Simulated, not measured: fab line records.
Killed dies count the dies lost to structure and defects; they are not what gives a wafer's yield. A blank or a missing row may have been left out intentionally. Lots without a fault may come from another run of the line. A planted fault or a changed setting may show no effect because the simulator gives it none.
The tool behind it: which one? | flow berkeleyCmos170 | 6 lots with 18 wafers sampled at 2 steps, on a route of 331 steps

WHAT THE GAUGES SHOWED, per wafer
UCB170_V1_THK_MEAS_01.
lot  | measured     | on           | V1_TEOS_THK (nm)
L730 | day 8 18:14  | filmMetro-04 | 2001 2035 2016
L731 | day 8 19:34  | filmMetro-02 | 1997 2003 2019
L728 | day 8 20:55  | filmMetro-01 | 2019 2020 2000
L740 | day 10 04:14 | filmMetro-02 | 1972 1978 1444
L743 | day 11 13:04 | filmMetro-04 | 2008 2025 2027
L748 | day 12 19:08 | filmMetro-01 | 1972 1996 2021

WHAT TOOL EACH LOT RAN ON (gives the tool, then ch and the chambers of the sampled wafers, and finally the start)
lot  | UCB170_V1_CVD_00
L730 | pecvd-02 ch 0,1,2, day 8 18:04
L731 | pecvd-02 ch 0,1,2, day 8 19:24
L728 | pecvd-02 ch 0,1,2, day 8 20:49
L740 | pecvd-02 ch 0,1,2, day 10 04:01
L743 | pecvd-01 ch 1,2, day 11 12:49
L748 | pecvd-01 ch 0,1, day 12 18:58
- UCB170_V1_CVD_00: deposits SiO2 from TEOS/O2, target thk 2000 nm, time 250 s.

THE ANSWER, worked out from the rows above alone
Rule: the usual values come from the lots themselves. The widest of any qualifying gaps counts: lots, ordered by their means at a reading, are off when they make up no more than a third of the lots, leave a main group of 4 or more, and stand apart from it by 3 or more times the standard deviation of that group's means. A main group whose means are all the same, to the digits that the tables above print for the reading, isn't used. A lot without any number at a reading at which 4 lots or more have one is off too. Where the step has rows for the other lots, those lots are counted as sound.
Off: L740, seen at UCB170_V1_THK_MEAS_01 (V1_TEOS_THK). For the main group the mean is 2011 nm and the standard deviation 8.5.
If a tool, at a process step before that reading, ran all the lots that are off and no sound lot after the first of them, it fits. Those tools and the gauges at UCB170_V1_THK_MEAS_01 are tried in the same way. Undecided on this evidence; 2 tools fit (pecvd-02 at UCB170_V1_CVD_00, filmMetro-02 at UCB170_V1_THK_MEAS_01).

WHAT THE SIMULATOR HAD PUT IN
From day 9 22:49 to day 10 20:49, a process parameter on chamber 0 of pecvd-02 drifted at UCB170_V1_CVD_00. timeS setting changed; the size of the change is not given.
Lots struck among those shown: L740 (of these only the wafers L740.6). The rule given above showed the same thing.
